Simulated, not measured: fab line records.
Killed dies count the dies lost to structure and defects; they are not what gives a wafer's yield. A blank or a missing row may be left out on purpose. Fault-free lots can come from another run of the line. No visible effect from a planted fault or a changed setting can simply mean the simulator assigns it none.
A struck lot beside a sound one + flow berkeleyCmos170 + 15 steps out of a route of 331
Sound: these wafers, L616.3, L616.5, L616.6. Wafers struck: L622.2, L622.4, L622.5. The cause comes at the end.
At each step with rows: each side's tool, then ch and its chambers, then its first start. Under that, the readings that differ: sound wafers + struck wafers + difference of the means + sigmas: that difference in standard deviations of wafers without a fault.
alike: a reading whose means differ by less than 2 such deviations, as well as words and numbers matching on both sides. not compared: withheld readings; readings where some wafer has no value; bounds like >300 that might hide an equal value; numbers whose values overlap and for which the record gives no deviation.
The two part at a step that has a row with sigmas, a row that says differs or no value, or rows on one side only. Non-overlapping numbers with no deviation appear without sigmas and do not part them. A reading that every wafer of one side lacks parts them only if that side has two wafers or more.

first, 4 steps without rows for these wafers: UCB170_PSD_SOFTBAKE_02 (time 60 s); UCB170_PSD_EXPOSE_03 (exposes mask PSELECT MOD, target cd 1200 nm); UCB170_PSD_PEB_04; UCB170_PSD_DEVELOP_05 (develop time 45 s).
UCB170_PSD_CD_MEAS_06: the cd target is 1200 nm.
  struck on cdSem-02, day 8 18:40; sound on cdSem-02, day 7 17:23
| reading   | sound                | struck               | difference | sigmas |
|-----------|----------------------|----------------------|------------|--------|
| cdNm (nm) | 1198.1 1197.4 1196.2 | 1200.5 1199.8 1200.5 | +3.0       | +2     |
UCB170_PSD_OVL_MEAS_07:
  struck on overlay-02, day 8 18:46; sound on overlay-02, day 7 17:29
  alike: PSD_OVL
following that, these wafers have no rows for 1 step: UCB170_PSD_IMPLANT_08.
UCB170_PSD_STRIP_09: strips in O2.
  sound on plasmaAsher-03 ch 0,1, day 7 17:41; struck on plasmaAsher-03 ch 0,1, day 8 18:56
  alike: drypumpMotorCurrentA, oesProductAu, stripTimeToEndpointS
  not compared: rfHoursCounterH
UCB170_PSD_TW_MEAS_10:
  struck on filmMetro-02, day 8 19:03; sound on filmMetro-02, day 7 17:46
  alike: PSD_TW
then, 3 steps without rows for these wafers: UCB170_PSD_CLEAN_11 (cleans in SPM, time 600 s); UCB170_NSD_HMDS_00 (prime time 60 s); UCB170_NSD_COAT_01 (resist thk 900 nm).
UCB170_NSD_SOFTBAKE_02: time 60 s.
  sound on lithoTrack-01 ch 0, day 7 18:50; struck on lithoTrack-03 ch 0, day 8 19:58
| reading        | sound             | struck            | difference | sigmas |
|----------------|-------------------|-------------------|------------|--------|
| runLengthS (s) | 89.13 89.13 89.10 | 91.36 91.22 91.26 | +2.16      | +12    |
then, 1 step without rows for these wafers: UCB170_NSD_EXPOSE_03 (exposes mask NSELECT MOD, target cd 1200 nm).
UCB170_M3_PROBE_99:
  the record holds rows for the sound wafers here (prober-01, day 9 01:47) but none for the struck ones

WHERE THEY PART
At UCB170_PSD_CD_MEAS_06 first; at UCB170_M3_PROBE_99 last (within this record only).

WHY: whatever the simulator had introduced
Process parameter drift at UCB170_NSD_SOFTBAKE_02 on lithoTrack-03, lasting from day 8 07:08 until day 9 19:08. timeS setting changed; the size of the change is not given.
